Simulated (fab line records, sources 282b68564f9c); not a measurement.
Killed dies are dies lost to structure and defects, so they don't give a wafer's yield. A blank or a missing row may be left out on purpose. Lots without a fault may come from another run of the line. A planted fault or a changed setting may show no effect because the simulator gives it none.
A struck lot beside a sound one | flow rit_cmos | 27 steps out of a route of 202
Sound: wafers L325.3, L325.5, L325.6. Struck: wafers L333.1, L333.2, L333.4. The cause comes at the end.
At each step with rows: each side's tool, then ch and its chambers, then its first start. Under that, the readings that differ: sound wafers | struck wafers | difference of the means | sigmas: that difference in standard deviations of wafers without a fault.
alike: readings whose means differ by less than 2 such deviations, and words and numbers that are the same on both sides. not compared: withheld readings, readings that some wafer has no value for, bounds like >300 that may hide the same value, and numbers for which the record gives no deviation and whose values overlap.
The two part at a step that has a row with sigmas, a row that says differs or no value, or rows on one side only. Numbers that don't overlap but have no deviation are shown without sigmas and don't part them. A reading that every wafer of one side lacks parts them only if that side has two wafers or more.

RIT_ACTIVE_BOW_MEAS_00:
  sound on film_metro-02, day 2 21:02; struck on film_metro-03, day 4 13:00
  alike: INCOMING_BOW
then, 1 step without rows for these wafers: RIT_ACTIVE_OXIDATION_01 (target thk 46.8 nm, ox time 3360 s).
RIT_ACTIVE_THK_MEAS_02:
  sound on film_metro-03, day 2 23:04; struck on film_metro-01, day 4 15:03
  alike: ACTIVE_OXIDE_THK
RIT_ACTIVE_CVD_03: deposits Si3N4 from SiH2Cl2/NH3, target thk 150 nm, time 1500 s.
  sound on lpcvd-02 ch 0, day 2 23:07; struck on lpcvd-01 ch 0, day 4 15:07
  reading                                  | sound             | struck            | difference | sigmas
  spike_tc_centre_C (C)                    | 810.9 813.5 814.0 | 840.6 840.7 838.8 | +27.2      | +27
  zone_power_centre_pct (%)                | 34.4 33.5 33.6    | 45.5 45.9 44.4    | +11.4      | +5
  model.Si3N4_of_ACTIVE_CVD_03.thk_nm (nm) | 147.2 147.5 148.4 | 156 159.6 172.3   | +15        |
RIT_ACTIVE_THK_MEAS_04:
  sound on film_metro-01, day 3 00:33; struck on film_metro-01, day 4 16:32
  reading                 | sound             | struck            | difference | sigmas
  ACTIVE_NITRIDE_THK (nm) | 147.2 147.7 148.4 | 156.1 159.6 172.5 | +15.0      | +11
then, 6 steps without rows for these wafers: RIT_ACTIVE_HMDS_05 (prime time 60 s); RIT_ACTIVE_COAT_06 (resist thk 1000 nm); RIT_ACTIVE_SOFTBAKE_07 (time 60 s); RIT_ACTIVE_EXPOSE_08 (exposes mask M1, target cd 1400 nm); RIT_ACTIVE_PEB_09; RIT_ACTIVE_DEVELOP_10 (develop time 50 s).
RIT_ACTIVE_CD_MEAS_11: target cd 1400 nm.
  sound on cd_sem-01, day 3 01:36; struck on cd_sem-02, day 4 17:26
  alike: cd_nm
then, 1 step without rows for these wafers: RIT_ACTIVE_HARDBAKE_12 (time 60 s).
RIT_ACTIVE_ETCH_13: etches Si3N4 in SF6, stops on SiO2, time 210 s, target depth 210 nm.
  sound on rie_diel-01 ch 1,2,3, day 3 02:02; struck on rie_diel-03 ch 0,1,3, day 4 17:43
  reading                            | sound             | struck            | difference | sigmas
  oes_product_au (a.u.)              | 0.805 0.834 0.830 | 0.832 0.842 0.898 | +0.034     | +3
  model.ACTIVE.feature_depth_nm (nm) | 147.2 147.5 148.4 | 156 159.6 172.3   | +15        |
  model.etch.depth_nm (nm)           | 147.2 147.5 148.4 | 156 159.6 172.3   | +15        |
  alike: drypump_motor_current_A, throttle_valve_pct
  not compared: rf_hours_counter_h
RIT_ACTIVE_STRIP_14: strips in O2, time 180 s.
  sound on plasma_asher-04 ch 0,1, day 3 02:14; struck on plasma_asher-04 ch 0,1, day 4 17:50
  alike: drypump_motor_current_A
  not compared: rf_hours_counter_h
RIT_ACTIVE_CD_MEAS_90: target cd 1400 nm.
  sound on cd_sem-01, day 3 02:23; struck on cd_sem-01, day 4 18:01
  alike: cd_nm
then, 4 steps without rows for these wafers: RIT_ACTIVE_CLEAN_15 (cleans in SC1, time 600 s); RIT_ACTIVE_CLEAN_16 (cleans in dHF, time 30 s); RIT_ACTIVE_CLEAN_17 (cleans in SC2, time 600 s); RIT_FOX1_OXIDATION_00 (target thk 350.7 nm, ox time 1130 s).
RIT_FOX1_THK_MEAS_01:
  sound on film_metro-01, day 3 04:11; struck on film_metro-04, day 4 20:16
  reading             | sound       | struck      | difference | sigmas
  FOX1_OXIDE_THK (nm) | 351 354 354 | 364 365 365 | +12        | +2
then, 2 steps without rows for these wafers: RIT_FOX1_WET_ETCH_02 (etches SiO2 in BOE, target depth 350 nm, time 390 s); RIT_FOX2_OXIDATION_00 (target thk 350.7 nm, ox time 1130 s).
RIT_FOX2_THK_MEAS_01:
  sound on film_metro-02, day 3 05:41; struck on film_metro-02, day 4 23:19
  alike: FOX2_OXIDE_THK
RIT_FOX2_CLEAN_02: cleans in dHF, time 180 s.
  sound on wet_bench-04 ch 2, day 3 05:44; struck on wet_bench-04 ch 0, day 4 23:23
  reading                                  | sound           | struck            | difference | sigmas
  model.Si3N4_of_ACTIVE_CVD_03.thk_nm (nm) | 128 128.3 129.2 | 136.8 140.4 153.2 | +15.0      |
then, 1 step without rows for these wafers: RIT_FOX2_WET_ETCH_03 (etches Si3N4 in H3PO4, target depth 195 nm, time 2700 s).
RIT_M1_PROBE_99:
  the record has rows for the sound wafers here (prober-01, day 4 22:14) and none for the struck ones

WHERE THEY PART
First at RIT_ACTIVE_CVD_03; last, within this record, at RIT_M1_PROBE_99.

WHY: what the simulator had put in
Process parameter drift: lpcvd-01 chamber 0, from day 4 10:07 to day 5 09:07, at RIT_ACTIVE_CVD_03. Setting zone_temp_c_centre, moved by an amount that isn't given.
